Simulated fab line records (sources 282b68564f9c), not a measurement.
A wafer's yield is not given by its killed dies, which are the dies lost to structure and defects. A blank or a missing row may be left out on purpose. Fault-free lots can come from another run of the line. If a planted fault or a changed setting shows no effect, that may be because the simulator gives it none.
fab line records || flow ritCmos
record: {"lots": 5, "wafers": 15, "lastDay": 6}
route steps=202 shown PLDD@116 SPACER@125 M1@202
lots with no fault: from the same line, run without faults
startH: hours from the record's first day to the start of the lot's first wafer shown || waitH: hours from the lot's prior step to this one || " the same as in the row above || L1.1+2: a row that stands for several wafers || - no value, or no start was given || * or withheld: withheld || < > ~ a bound
route shown NAME@n: names a module that has steps shown in the file, with the first one's number in the route || usual: mean and standard deviation over wafers with no fault || same: alike in all rows || chamber/n: place in a boat || sites: readings site by site || _std_site: the values' standard deviation || _edge_site: the outer-site mean with the inner-site mean subtracted || radiusMm: for every site, how far away it sits from the centre of the wafer || mask NAME#n: copy n || behind: the tool/chamber that last shaped the wafer || hold: cause of the lot's hold/its duration in hours/its outcome || device: the n, p or np transistor that did not switch || end of line: the route-end tests of the same wafers || where a step has no rows: the recipe by itself || killed: dies lost to structure and defects at the first sort, not the wafer's yield || map: per-die view of a wafer (x killed, . not killed, _ where there is no die)
set.NAME: the setting that was run; set.NAME@STEP: the one run at that earlier step || model.NAME: the simulator's own value behind a step, which no gauge read
a table for each step, a row for each wafer; lots at some steps of the route
services: the hour from which a tool's chamber was out of use, counted from the record's first day as startH (under 0 if before that day), plus the number of hours and why
== steps ==
step: RIT_PLDD_SOFTBAKE_02
recipe: {"resist": "NOVOLAK", "tempC": 90, "timeS": 60}
step: RIT_PLDD_EXPOSE_03
recipe: {"maskId": "M8", "na": 0.57, "targetCdNm": 40900, "doseMj": 250}
step: RIT_PLDD_PEB_04
recipe: {"resist": "NOVOLAK", "tempC": "withheld", "timeS": "withheld"}
step: RIT_PLDD_DEVELOP_05
recipe: {"resist": "NOVOLAK", "developTimeS": 50, "devTempC": 23}
step: RIT_PLDD_OVL_MEAS_06
usual: {"PLDD_OVL": "0.1/1.3"}
{"lot.wafer": "L438.3", "tool": "overlay-01", "chamber": "-", "startH": 54.63, "waitH": "-", "PLDD_OVL[nm]": 0.5}
{"lot.wafer": "L438.4", "tool": "overlay-01", "chamber": "-", "startH": 54.63, "waitH": "-", "PLDD_OVL[nm]": 1.1}
{"lot.wafer": "L438.5", "tool": "overlay-01", "chamber": "-", "startH": 54.63, "waitH": "-", "PLDD_OVL[nm]": 0.8}
{"lot.wafer": "L440.2", "tool": "overlay-01", "chamber": "-", "startH": 63.93, "waitH": "-", "PLDD_OVL[nm]": -0.7}
{"lot.wafer": "L440.3", "tool": "overlay-01", "chamber": "-", "startH": 63.93, "waitH": "-", "PLDD_OVL[nm]": -0.6}
{"lot.wafer": "L440.6", "tool": "overlay-01", "chamber": "-", "startH": 63.93, "waitH": "-", "PLDD_OVL[nm]": 0.9}
{"lot.wafer": "L446.2", "tool": "overlay-02", "chamber": "-", "startH": 99.01, "waitH": "-", "PLDD_OVL[nm]": 1.2}
{"lot.wafer": "L446.3", "tool": "overlay-02", "chamber": "-", "startH": 99.01, "waitH": "-", "PLDD_OVL[nm]": 1.1}
{"lot.wafer": "L446.5", "tool": "overlay-02", "chamber": "-", "startH": 99.01, "waitH": "-", "PLDD_OVL[nm]": 2.1}
{"lot.wafer": "L448.1", "tool": "overlay-02", "chamber": "-", "startH": 107.01, "waitH": "-", "PLDD_OVL[nm]": -0.9}
{"lot.wafer": "L448.2", "tool": "overlay-02", "chamber": "-", "startH": 107.01, "waitH": "-", "PLDD_OVL[nm]": -0.6}
{"lot.wafer": "L448.3", "tool": "overlay-02", "chamber": "-", "startH": 107.01, "waitH": "-", "PLDD_OVL[nm]": -1.0}
{"lot.wafer": "L455.1", "tool": "overlay-02", "chamber": "-", "startH": 140.64, "waitH": "-", "PLDD_OVL[nm]": -1.3}
{"lot.wafer": "L455.5", "tool": "overlay-02", "chamber": "-", "startH": 140.64, "waitH": "-", "PLDD_OVL[nm]": -2.5}
{"lot.wafer": "L455.6", "tool": "overlay-02", "chamber": "-", "startH": 140.64, "waitH": "-", "PLDD_OVL[nm]": -0.5}
step: RIT_PLDD_HARDBAKE_07
recipe: {"resist": "NOVOLAK", "tempC": 140, "timeS": 60}
step: RIT_PLDD_IMPLANT_08
recipe: {"species": "BF2", "energyKev": 20, "doseCm2": 8.879e+14, "tiltDeg": 7}
step: RIT_PLDD_STRIP_09
recipe: {"chemistry": "O2", "timeS": 180, "resist": "NOVOLAK", "platenTempC": "withheld", "powerW": 500, "pressureMtorr": 4000, "o2FlowSccm": 4000}
usual: {"drypumpMotorCurrentA": "5.5/0.59"}
{"lot.wafer": "L438.3", "tool": "plasmaAsher-04", "chamber": 0, "startH": 55.01, "waitH": 0.1, "drypumpMotorCurrentA": 6.3, "rfHoursCounterH": "-"}
{"lot.wafer": "L438.4", "tool": "plasmaAsher-04", "chamber": 1, "startH": 55.01, "waitH": 0.1, "drypumpMotorCurrentA": 5.9, "rfHoursCounterH": "-"}
{"lot.wafer": "L438.5", "tool": "plasmaAsher-04", "chamber": 1, "startH": 55.01, "waitH": 0.1, "drypumpMotorCurrentA": 5.9, "rfHoursCounterH": "-"}
{"lot.wafer": "L440.2", "tool": "plasmaAsher-02", "chamber": 0, "startH": 64.26, "waitH": 0.1, "drypumpMotorCurrentA": 5.1, "rfHoursCounterH": 43}
{"lot.wafer": "L440.3", "tool": "plasmaAsher-02", "chamber": 0, "startH": 64.26, "waitH": 0.1, "drypumpMotorCurrentA": 5.2, "rfHoursCounterH": "-"}
{"lot.wafer": "L440.6", "tool": "plasmaAsher-02", "chamber": 1, "startH": 64.26, "waitH": 0.1, "drypumpMotorCurrentA": 4.6, "rfHoursCounterH": "-"}
{"lot.wafer": "L446.2", "tool": "plasmaAsher-04", "chamber": 0, "startH": 99.34, "waitH": 0.1, "drypumpMotorCurrentA": 6.3, "rfHoursCounterH": 32}
{"lot.wafer": "L446.3", "tool": "plasmaAsher-04", "chamber": 0, "startH": 99.34, "waitH": 0.1, "drypumpMotorCurrentA": 6.3, "rfHoursCounterH": "-"}
{"lot.wafer": "L446.5", "tool": "plasmaAsher-04", "chamber": 1, "startH": 99.34, "waitH": 0.1, "drypumpMotorCurrentA": 5.9, "rfHoursCounterH": "-"}
{"lot.wafer": "L448.1", "tool": "plasmaAsher-02", "chamber": 0, "startH": 107.34, "waitH": 0.1, "drypumpMotorCurrentA": 5.1, "rfHoursCounterH": 46}
{"lot.wafer": "L448.2", "tool": "plasmaAsher-02", "chamber": 1, "startH": 107.34, "waitH": 0.1, "drypumpMotorCurrentA": 4.7, "rfHoursCounterH": 46}
{"lot.wafer": "L448.3", "tool": "plasmaAsher-02", "chamber": 1, "startH": 107.34, "waitH": 0.1, "drypumpMotorCurrentA": 4.6, "rfHoursCounterH": "-"}
{"lot.wafer": "L455.1", "tool": "plasmaAsher-02", "chamber": 0, "startH": 140.97, "waitH": 0.1, "drypumpMotorCurrentA": 5.2, "rfHoursCounterH": 2}
{"lot.wafer": "L455.5", "tool": "plasmaAsher-02", "chamber": 0, "startH": 140.97, "waitH": 0.1, "drypumpMotorCurrentA": 5.1, "rfHoursCounterH": "-"}
{"lot.wafer": "L455.6", "tool": "plasmaAsher-02", "chamber": 1, "startH": 140.97, "waitH": 0.1, "drypumpMotorCurrentA": 4.6, "rfHoursCounterH": "-"}
step: RIT_PLDD_TW_MEAS_10
usual: {"PLDD_TW": "2342/14"}
{"lot.wafer": "L438.3", "tool": "filmMetro-04", "chamber": "-", "startH": 55.14, "waitH": 0.1, "PLDD_TW": 2379}
{"lot.wafer": "L438.4", "tool": "filmMetro-04", "chamber": "-", "startH": 55.14, "waitH": 0.1, "PLDD_TW": 2364}
{"lot.wafer": "L438.5", "tool": "filmMetro-04", "chamber": "-", "startH": 55.14, "waitH": 0.1, "PLDD_TW": 2366}
{"lot.wafer": "L440.2", "tool": "filmMetro-02", "chamber": "-", "startH": 64.44, "waitH": 0.1, "PLDD_TW": 2332}
{"lot.wafer": "L440.3", "tool": "filmMetro-02", "chamber": "-", "startH": 64.44, "waitH": 0.1, "PLDD_TW": 2325}
{"lot.wafer": "L440.6", "tool": "filmMetro-02", "chamber": "-", "startH": 64.44, "waitH": 0.1, "PLDD_TW": 2326}
{"lot.wafer": "L446.2", "tool": "filmMetro-02", "chamber": "-", "startH": 99.52, "waitH": 0.1, "PLDD_TW": 2333}
{"lot.wafer": "L446.3", "tool": "filmMetro-02", "chamber": "-", "startH": 99.52, "waitH": 0.1, "PLDD_TW": 2339}
{"lot.wafer": "L446.5", "tool": "filmMetro-02", "chamber": "-", "startH": 99.52, "waitH": 0.1, "PLDD_TW": 2340}
{"lot.wafer": "L448.1", "tool": "filmMetro-02", "chamber": "-", "startH": 107.52, "waitH": 0.1, "PLDD_TW": 2323}
{"lot.wafer": "L448.2", "tool": "filmMetro-02", "chamber": "-", "startH": 107.52, "waitH": 0.1, "PLDD_TW": 2328}
{"lot.wafer": "L448.3", "tool": "filmMetro-02", "chamber": "-", "startH": 107.52, "waitH": 0.1, "PLDD_TW": 2347}
{"lot.wafer": "L455.1", "tool": "filmMetro-04", "chamber": "-", "startH": 141.15, "waitH": 0.1, "PLDD_TW": 2351}
{"lot.wafer": "L455.5", "tool": "filmMetro-04", "chamber": "-", "startH": 141.15, "waitH": 0.1, "PLDD_TW": 2358}
{"lot.wafer": "L455.6", "tool": "filmMetro-04", "chamber": "-", "startH": 141.15, "waitH": 0.1, "PLDD_TW": 2351}
step: RIT_SPACER_CLEAN_00
recipe: {"chemistry": "SC1", "mix": "3:3:50", "timeS": 600, "tempC": 75}
step: RIT_SPACER_CLEAN_01
recipe: {"chemistry": "dHF", "dilution": "50:1", "timeS": 30}
step: RIT_SPACER_CLEAN_02
recipe: {"chemistry": "SC2", "mix": "3:3:50", "timeS": 600, "tempC": 75, "dry": "n2Spin"}
step: RIT_SPACER_CVD_03
recipe: {"material": "Si3N4", "targetThkNm": 250, "tempC": 810, "precursor": "SiH2Cl2/NH3", "timeS": 3300, "pressureMtorr": 300, "sih2cl2FlowSccm": 60, "nh3FlowSccm": 150}
usual: {"sih2cl2FlowSccm": "60.01/0.18", "spikeTcCentreC": "811.3/1.1", "spikeTcLoadC": "836.8/2.2", "spikeTcSourceC": "833.0/2.2", "susceptorTempC": "810.0/0.36", "zonePowerLoadPct": "22.7/0.45", "zonePowerSourcePct": "20.6/1.3"}
{"lot.wafer": "L438.3", "tool": "lpcvd-01", "chamber": 1, "startH": 55.58, "waitH": 0.0, "sih2cl2FlowSccm": 59.91, "spikeTcCentreC": 811.5, "spikeTcLoadC": 837.2, "spikeTcSourceC": 832.4, "susceptorTempC": 809.6, "zonePowerLoadPct": 23.0, "zonePowerSourcePct": 19.8, "model.Si3N4_of_SPACER_CVD_03.thkNm": 251.4}
{"lot.wafer": "L438.4", "tool": "lpcvd-01", "chamber": 1, "startH": 55.58, "waitH": 0.0, "sih2cl2FlowSccm": 60.00, "spikeTcCentreC": 810.6, "spikeTcLoadC": 838.9, "spikeTcSourceC": 835.1, "susceptorTempC": 810.1, "zonePowerLoadPct": 22.7, "zonePowerSourcePct": 19.6, "model.Si3N4_of_SPACER_CVD_03.thkNm": 251.8}
{"lot.wafer": "L438.5", "tool": "lpcvd-01", "chamber": 1, "startH": 55.58, "waitH": 0.0, "sih2cl2FlowSccm": 59.92, "spikeTcCentreC": 813.3, "spikeTcLoadC": 837.9, "spikeTcSourceC": 833.7, "susceptorTempC": 809.9, "zonePowerLoadPct": 23.4, "zonePowerSourcePct": 19.7, "model.Si3N4_of_SPACER_CVD_03.thkNm": 250.3}
{"lot.wafer": "L440.2", "tool": "lpcvd-02", "chamber": 0, "startH": 64.93, "waitH": 0.0, "sih2cl2FlowSccm": 59.84, "spikeTcCentreC": 811.8, "spikeTcLoadC": 833.8, "spikeTcSourceC": 835.9, "susceptorTempC": 810.0, "zonePowerLoadPct": 22.6, "zonePowerSourcePct": 19.7, "model.Si3N4_of_SPACER_CVD_03.thkNm": 248.4}
{"lot.wafer": "L440.3", "tool": "lpcvd-02", "chamber": 0, "startH": 64.93, "waitH": 0.0, "sih2cl2FlowSccm": 60.20, "spikeTcCentreC": 811.8, "spikeTcLoadC": 834.6, "spikeTcSourceC": 834.8, "susceptorTempC": 809.5, "zonePowerLoadPct": 22.7, "zonePowerSourcePct": 20.0, "model.Si3N4_of_SPACER_CVD_03.thkNm": 248.2}
{"lot.wafer": "L440.6", "tool": "lpcvd-02", "chamber": 0, "startH": 64.93, "waitH": 0.0, "sih2cl2FlowSccm": 60.09, "spikeTcCentreC": 810.5, "spikeTcLoadC": 834.8, "spikeTcSourceC": 834.5, "susceptorTempC": 810.1, "zonePowerLoadPct": 22.3, "zonePowerSourcePct": 19.6, "model.Si3N4_of_SPACER_CVD_03.thkNm": 249.1}
{"lot.wafer": "L446.2", "tool": "lpcvd-01", "chamber": 0, "startH": 99.94, "waitH": 0.0, "sih2cl2FlowSccm": 59.86, "spikeTcCentreC": 859.6, "spikeTcLoadC": 885.6, "spikeTcSourceC": 880.2, "susceptorTempC": 858.2, "zonePowerLoadPct": 25.3, "zonePowerSourcePct": 25.3, "model.Si3N4_of_SPACER_CVD_03.thkNm": 420.6}
{"lot.wafer": "L446.3", "tool": "lpcvd-01", "chamber": 0, "startH": 99.94, "waitH": 0.0, "sih2cl2FlowSccm": 59.84, "spikeTcCentreC": 858.6, "spikeTcLoadC": 886.8, "spikeTcSourceC": 879.3, "susceptorTempC": 858.8, "zonePowerLoadPct": 25.2, "zonePowerSourcePct": 25.6, "model.Si3N4_of_SPACER_CVD_03.thkNm": 421.3}
{"lot.wafer": "L446.5", "tool": "lpcvd-01", "chamber": 0, "startH": 99.94, "waitH": 0.0, "sih2cl2FlowSccm": 59.99, "spikeTcCentreC": 860.2, "spikeTcLoadC": 886.7, "spikeTcSourceC": 879.3, "susceptorTempC": 858.3, "zonePowerLoadPct": 25.1, "zonePowerSourcePct": 25.2, "model.Si3N4_of_SPACER_CVD_03.thkNm": 421}
{"lot.wafer": "L448.1", "tool": "lpcvd-02", "chamber": 0, "startH": 107.98, "waitH": 0.0, "sih2cl2FlowSccm": 60.38, "spikeTcCentreC": 811.5, "spikeTcLoadC": 834.9, "spikeTcSourceC": 836.7, "susceptorTempC": 809.6, "zonePowerLoadPct": 22.6, "zonePowerSourcePct": 19.8, "model.Si3N4_of_SPACER_CVD_03.thkNm": 250.4}
{"lot.wafer": "L448.2", "tool": "lpcvd-02", "chamber": 0, "startH": 107.98, "waitH": 0.0, "sih2cl2FlowSccm": 60.25, "spikeTcCentreC": 812.4, "spikeTcLoadC": 833.6, "spikeTcSourceC": 835.6, "susceptorTempC": 810.1, "zonePowerLoadPct": 22.6, "zonePowerSourcePct": 20.0, "model.Si3N4_of_SPACER_CVD_03.thkNm": 248.7}
{"lot.wafer": "L448.3", "tool": "lpcvd-02", "chamber": 0, "startH": 107.98, "waitH": 0.0, "sih2cl2FlowSccm": 60.13, "spikeTcCentreC": 811.4, "spikeTcLoadC": 833.0, "spikeTcSourceC": 837.0, "susceptorTempC": 810.4, "zonePowerLoadPct": 23.1, "zonePowerSourcePct": 20.0, "model.Si3N4_of_SPACER_CVD_03.thkNm": 248.3}
{"lot.wafer": "L455.1", "tool": "lpcvd-02", "chamber": 0, "startH": 141.60, "waitH": 0.0, "sih2cl2FlowSccm": 59.75, "spikeTcCentreC": 809.6, "spikeTcLoadC": 834.4, "spikeTcSourceC": 834.6, "susceptorTempC": 810.0, "zonePowerLoadPct": 22.6, "zonePowerSourcePct": 20.0, "model.Si3N4_of_SPACER_CVD_03.thkNm": 248.8}
{"lot.wafer": "L455.5", "tool": "lpcvd-02", "chamber": 0, "startH": 141.60, "waitH": 0.0, "sih2cl2FlowSccm": 59.87, "spikeTcCentreC": 811.1, "spikeTcLoadC": 834.5, "spikeTcSourceC": 834.1, "susceptorTempC": 809.6, "zonePowerLoadPct": 22.5, "zonePowerSourcePct": 19.8, "model.Si3N4_of_SPACER_CVD_03.thkNm": 250.3}
{"lot.wafer": "L455.6", "tool": "lpcvd-02", "chamber": 0, "startH": 141.60, "waitH": 0.0, "sih2cl2FlowSccm": 60.00, "spikeTcCentreC": 812.5, "spikeTcLoadC": 834.5, "spikeTcSourceC": 836.6, "susceptorTempC": 809.9, "zonePowerLoadPct": 22.6, "zonePowerSourcePct": 19.9, "model.Si3N4_of_SPACER_CVD_03.thkNm": 248.4}
step: RIT_SPACER_THK_MEAS_04
recipe: {"reads": "Si3N4_of_SPACER_CVD_03"}
usual: {"SPACER_NITRIDE_THK": "251.2/2.4"}
{"lot.wafer": "L438.3", "tool": "filmMetro-03", "chamber": "-", "startH": 57.52, "waitH": 0.0, "hold": "-", "SPACER_NITRIDE_THK[nm]": 251.3}
{"lot.wafer": "L438.4", "tool": "filmMetro-03", "chamber": "-", "startH": 57.52, "waitH": 0.0, "hold": "-", "SPACER_NITRIDE_THK[nm]": 251.6}
{"lot.wafer": "L438.5", "tool": "filmMetro-03", "chamber": "-", "startH": 57.52, "waitH": 0.0, "hold": "-", "SPACER_NITRIDE_THK[nm]": 250.3}
{"lot.wafer": "L440.2", "tool": "filmMetro-03", "chamber": "-", "startH": 67.81, "waitH": 0.0, "hold": "-", "SPACER_NITRIDE_THK[nm]": 248.5}
{"lot.wafer": "L440.3", "tool": "filmMetro-03", "chamber": "-", "startH": 67.81, "waitH": 0.0, "hold": "-", "SPACER_NITRIDE_THK[nm]": 248.3}
{"lot.wafer": "L440.6", "tool": "filmMetro-03", "chamber": "-", "startH": 67.81, "waitH": 0.0, "hold": "-", "SPACER_NITRIDE_THK[nm]": 249.1}
{"lot.wafer": "L446.2", "tool": "filmMetro-02", "chamber": "-", "startH": 101.87, "waitH": 0.0, "hold": "awaitDispo/0.2h/release", "SPACER_NITRIDE_THK[nm]": 420.7}
{"lot.wafer": "L446.3", "tool": "filmMetro-02", "chamber": "-", "startH": 101.87, "waitH": 0.0, "hold": "awaitDispo/0.2h/release", "SPACER_NITRIDE_THK[nm]": 421.5}
{"lot.wafer": "L446.5", "tool": "filmMetro-02", "chamber": "-", "startH": 101.87, "waitH": 0.0, "hold": "awaitDispo/0.2h/release", "SPACER_NITRIDE_THK[nm]": 420.7}
{"lot.wafer": "L446.2", "tool": "filmMetro-02", "chamber": "-", "startH": 102.09, "waitH": 0.2, "hold": "-", "SPACER_NITRIDE_THK[nm]": 420.7}
{"lot.wafer": "L446.3", "tool": "filmMetro-02", "chamber": "-", "startH": 102.09, "waitH": 0.2, "hold": "-", "SPACER_NITRIDE_THK[nm]": 421.2}
{"lot.wafer": "L446.5", "tool": "filmMetro-02", "chamber": "-", "startH": 102.09, "waitH": 0.2, "hold": "-", "SPACER_NITRIDE_THK[nm]": 421.1}
{"lot.wafer": "L448.1", "tool": "filmMetro-02", "chamber": "-", "startH": 109.89, "waitH": 0.0, "hold": "-", "SPACER_NITRIDE_THK[nm]": 250.4}
{"lot.wafer": "L448.2", "tool": "filmMetro-02", "chamber": "-", "startH": 109.89, "waitH": 0.0, "hold": "-", "SPACER_NITRIDE_THK[nm]": 248.8}
{"lot.wafer": "L448.3", "tool": "filmMetro-02", "chamber": "-", "startH": 109.89, "waitH": 0.0, "hold": "-", "SPACER_NITRIDE_THK[nm]": 248.3}
{"lot.wafer": "L455.1", "tool": "filmMetro-02", "chamber": "-", "startH": 143.52, "waitH": 0.0, "hold": "-", "SPACER_NITRIDE_THK[nm]": 248.7}
{"lot.wafer": "L455.5", "tool": "filmMetro-02", "chamber": "-", "startH": 143.52, "waitH": 0.0, "hold": "-", "SPACER_NITRIDE_THK[nm]": 250.3}
{"lot.wafer": "L455.6", "tool": "filmMetro-02", "chamber": "-", "startH": 143.52, "waitH": 0.0, "hold": "-", "SPACER_NITRIDE_THK[nm]": 248.4}
step: RIT_M1_PROBE_99
usual: {"defectLimitedYield": "97.3/1.1", "killedAtContacts": "0.1/0.28", "killedAtFrontEnd": "7.0/2.9", "killedDies": "7.0/2.9", "killedOpen": "3.4/2.1", "killedShort": "3.6/1.7", "sort_bin_3_pad_short": "0.1/0.21", "sort_bin_5_function": "1.5/0.76", "sort_bin_6_memory": "1.0/0.66", "sortNPass": "257.0/2.9", "sortYieldPct": "97.3/1.1"}
same: {"grossDies": 264, "killed_at_M0_to_M3": 0, "killed_at_M4_up": 0, "killedAtBackSide": 0, "killedAtOther": 0}
{"lot.wafer": "L438.3", "tool": "prober-02", "chamber": "-", "startH": 69.27, "waitH": 0.2, "defectLimitedYield[%]": 98.9, "killedAtContacts": 0, "killedAtFrontEnd": 3, "killedDies": 3, "killedOpen": 1, "killedShort": 2, "sort_bin_3_pad_short[%]": 0, "sort_bin_5_function[%]": 0.8, "sort_bin_6_memory[%]": 0.4, "sortNPass": 261.0, "sortYieldPct[%]": 98.9}
{"lot.wafer": "L438.4", "tool": "prober-02", "chamber": "-", "startH": 69.32, "waitH": 0.2, "defectLimitedYield[%]": 98.1, "killedAtContacts": 0, "killedAtFrontEnd": 5, "killedDies": 5, "killedOpen": 2, "killedShort": 3, "sort_bin_3_pad_short[%]": 0.4, "sort_bin_5_function[%]": 0.8, "sort_bin_6_memory[%]": 0.8, "sortNPass": 259.0, "sortYieldPct[%]": 98.1}
{"lot.wafer": "L438.5", "tool": "prober-02", "chamber": "-", "startH": 69.37, "waitH": 0.2, "defectLimitedYield[%]": 96.6, "killedAtContacts": 0, "killedAtFrontEnd": 9, "killedDies": 9, "killedOpen": 5, "killedShort": 4, "sort_bin_3_pad_short[%]": 0, "sort_bin_5_function[%]": 2.3, "sort_bin_6_memory[%]": 1.1, "sortNPass": 255.0, "sortYieldPct[%]": 96.6}
{"lot.wafer": "L440.2", "tool": "prober-02", "chamber": "-", "startH": 78.93, "waitH": 0.1, "defectLimitedYield[%]": 96.6, "killedAtContacts": 0, "killedAtFrontEnd": 9, "killedDies": 9, "killedOpen": 2, "killedShort": 7, "sort_bin_3_pad_short[%]": 0, "sort_bin_5_function[%]": 2.3, "sort_bin_6_memory[%]": 1.1, "sortNPass": 255.0, "sortYieldPct[%]": 96.6}
{"lot.wafer": "L440.3", "tool": "prober-02", "chamber": "-", "startH": 78.98, "waitH": 0.2, "defectLimitedYield[%]": 94.7, "killedAtContacts": 0, "killedAtFrontEnd": 14, "killedDies": 14, "killedOpen": 6, "killedShort": 8, "sort_bin_3_pad_short[%]": 0.4, "sort_bin_5_function[%]": 2.7, "sort_bin_6_memory[%]": 2.3, "sortNPass": 250.0, "sortYieldPct[%]": 94.7}
{"lot.wafer": "L440.6", "tool": "prober-02", "chamber": "-", "startH": 79.13, "waitH": 0.2, "defectLimitedYield[%]": 95.5, "killedAtContacts": 0, "killedAtFrontEnd": 12, "killedDies": 12, "killedOpen": 6, "killedShort": 6, "sort_bin_3_pad_short[%]": 0, "sort_bin_5_function[%]": 2.7, "sort_bin_6_memory[%]": 1.9, "sortNPass": 252.0, "sortYieldPct[%]": 95.5}
{"lot.wafer": "L448.1", "tool": "prober-01", "chamber": "-", "startH": 121.03, "waitH": 0.1, "defectLimitedYield[%]": 97.7, "killedAtContacts": 0, "killedAtFrontEnd": 6, "killedDies": 6, "killedOpen": 3, "killedShort": 3, "sort_bin_3_pad_short[%]": 0, "sort_bin_5_function[%]": 1.9, "sort_bin_6_memory[%]": 0.4, "sortNPass": 258.0, "sortYieldPct[%]": 97.7}
{"lot.wafer": "L448.2", "tool": "prober-01", "chamber": "-", "startH": 121.08, "waitH": 0.1, "defectLimitedYield[%]": 98.5, "killedAtContacts": 0, "killedAtFrontEnd": 4, "killedDies": 4, "killedOpen": 2, "killedShort": 2, "sort_bin_3_pad_short[%]": 0, "sort_bin_5_function[%]": 1.5, "sort_bin_6_memory[%]": 0, "sortNPass": 260.0, "sortYieldPct[%]": 98.5}
{"lot.wafer": "L448.3", "tool": "prober-01", "chamber": "-", "startH": 121.13, "waitH": 0.2, "defectLimitedYield[%]": 96.2, "killedAtContacts": 1, "killedAtFrontEnd": 9, "killedDies": 10, "killedOpen": 5, "killedShort": 5, "sort_bin_3_pad_short[%]": 0, "sort_bin_5_function[%]": 2.3, "sort_bin_6_memory[%]": 1.5, "sortNPass": 254.0, "sortYieldPct[%]": 96.2}
{"lot.wafer": "L455.1", "tool": "prober-01", "chamber": "-", "startH": 155.54, "waitH": 0.1, "defectLimitedYield[%]": 97.7, "killedAtContacts": 0, "killedAtFrontEnd": 6, "killedDies": 6, "killedOpen": 3, "killedShort": 3, "sort_bin_3_pad_short[%]": 0, "sort_bin_5_function[%]": 1.1, "sort_bin_6_memory[%]": 1.1, "sortNPass": 258.0, "sortYieldPct[%]": 97.7}
{"lot.wafer": "L455.5", "tool": "prober-01", "chamber": "-", "startH": 155.74, "waitH": 0.2, "defectLimitedYield[%]": 97.3, "killedAtContacts": 0, "killedAtFrontEnd": 7, "killedDies": 7, "killedOpen": 3, "killedShort": 4, "sort_bin_3_pad_short[%]": 0, "sort_bin_5_function[%]": 1.5, "sort_bin_6_memory[%]": 1.1, "sortNPass": 257.0, "sortYieldPct[%]": 97.3}
{"lot.wafer": "L455.6", "tool": "prober-01", "chamber": "-", "startH": 155.79, "waitH": 0.2, "defectLimitedYield[%]": 98.5, "killedAtContacts": 0, "killedAtFrontEnd": 4, "killedDies": 4, "killedOpen": 1, "killedShort": 3, "sort_bin_3_pad_short[%]": 0, "sort_bin_5_function[%]": 0.4, "sort_bin_6_memory[%]": 1.1, "sortNPass": 260.0, "sortYieldPct[%]": 98.5}
killed by level:class
L438.3 SPACER:geometricParticle:short=2 FOX1:geometricParticle:open=1
L438.4 SPACER:geometricParticle:short=2 FOX2:geometricParticle:open=1 GATE:geometricParticle:open=1 REOX:geometricParticle:short=1
L438.5 SPACER:geometricParticle:short=2 SPACER:geometricParticle:open=2 GATE:geometricParticle:short=1 GATE:geometricParticle:open=1 REOX:geometricParticle:open=1 SILICIDE:geometricParticle:open=1 SILICIDE:geometricParticle:short=1
L440.2 GATE:geometricParticle:short=3 FOX1:geometricParticle:short=2 FOX1:geometricParticle:open=1 FOX2:geometricParticle:short=1 GATE:geometricParticle:open=1 REOX:geometricParticle:short=1
L440.3 GATE:geometricParticle:short=5 GATE:geometricParticle:open=4 FOX2:geometricParticle:short=1 SPACER:geometricParticle:short=1 SPACER:geometricParticle:open=1 SILICIDE:geometricParticle:short=1 SILICIDE:geometricParticle:open=1
L440.6 GATE:geometricParticle:open=3 GATE:geometricParticle:short=2 REOX:geometricParticle:open=2 SILICIDE:geometricParticle:short=2 FOX1:geometricParticle:short=1 SPACER:geometricParticle:short=1 SILICIDE:geometricParticle:open=1
L448.1 GATE:geometricParticle:open=2 FOX1:geometricParticle:short=1 GATE:geometricParticle:short=1 REOX:geometricParticle:open=1 SPACER:geometricParticle:short=1
L448.2 GATE:geometricParticle:short=1 GATE:geometricParticle:open=1 REOX:geometricParticle:short=1 REOX:geometricParticle:open=1
L448.3 GATE:geometricParticle:short=2 GATE:geometricParticle:open=2 ACTIVE:geometricParticle:open=1 FOX1:geometricParticle:short=1 FOX1:geometricParticle:open=1 REOX:geometricParticle:open=1 SPACER:geometricParticle:short=1 CONTACT:geometricParticle:short=1
L455.1 GATE:geometricParticle:open=2 GATE:geometricParticle:short=2 SPACER:geometricParticle:short=1 SILICIDE:geometricParticle:open=1
L455.5 GATE:geometricParticle:open=3 FOX1:geometricParticle:short=1 FOX2:geometricParticle:short=1 SPACER:geometricParticle:short=1 SILICIDE:geometricParticle:short=1
L455.6 GATE:geometricParticle:short=2 FOX2:geometricParticle:open=1 SPACER:geometricParticle:short=1
== services ==
{"tool": "lpcvd-02", "chamber": "-", "startH": 77.87, "hours": 0.9, "kind": "repair"}
{"tool": "plasmaAsher-02", "chamber": "-", "startH": 108.80, "hours": 9.0, "kind": "pm"}
{"tool": "plasmaAsher-02", "chamber": 0, "startH": 108.80, "hours": 9.0, "kind": "ventCycle"}
{"tool": "plasmaAsher-02", "chamber": 1, "startH": 108.80, "hours": 9.0, "kind": "ventCycle"}
{"tool": "plasmaAsher-02", "chamber": 0, "startH": 117.80, "hours": "-", "kind": "clean"}
{"tool": "plasmaAsher-02", "chamber": 1, "startH": 117.80, "hours": "-", "kind": "clean"}
== key ==
firstSign: {"step": "RIT_SPACER_CVD_03", "reading": "susceptorTempC", "direction": "up", "sigmas": "99+", "usual": "*", "struck": "*"}
effect: {"step": "RIT_SPACER_CVD_03", "reading": "spikeTcCentreC", "direction": "up", "sigmas": 42, "usual": 811.3, "struck": 859.5}
effect: {"step": "RIT_SPACER_THK_MEAS_04", "reading": "visit", "direction": "added"}
effect: {"step": "RIT_SPACER_THK_MEAS_04", "reading": "SPACER_NITRIDE_THK", "direction": "up", "sigmas": 71, "usual": 251.2, "struck": 421.0}
modelEffect: {"step": "RIT_SPACER_CVD_03", "value": "Si3N4_of_SPACER_CVD_03.thkNm", "without": 250.6, "struck": 421}
metAt RIT_SPACER_CVD_03
struckWafers L446.2,L446.3,L446.5
scrappedBehind RIT_SPACER_THK_MEAS_04 L446.2,L446.3,L446.5
fault: {"kind": "processParameterDrift", "tool": "lpcvd-01", "chamber": 0, "onsetH": 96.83, "steps": "RIT_SPACER_CVD_03", "channel": "tempC", "offset": "*", "shape": "step", "endH": 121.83, "actsIn": "*", "stated": "*"}
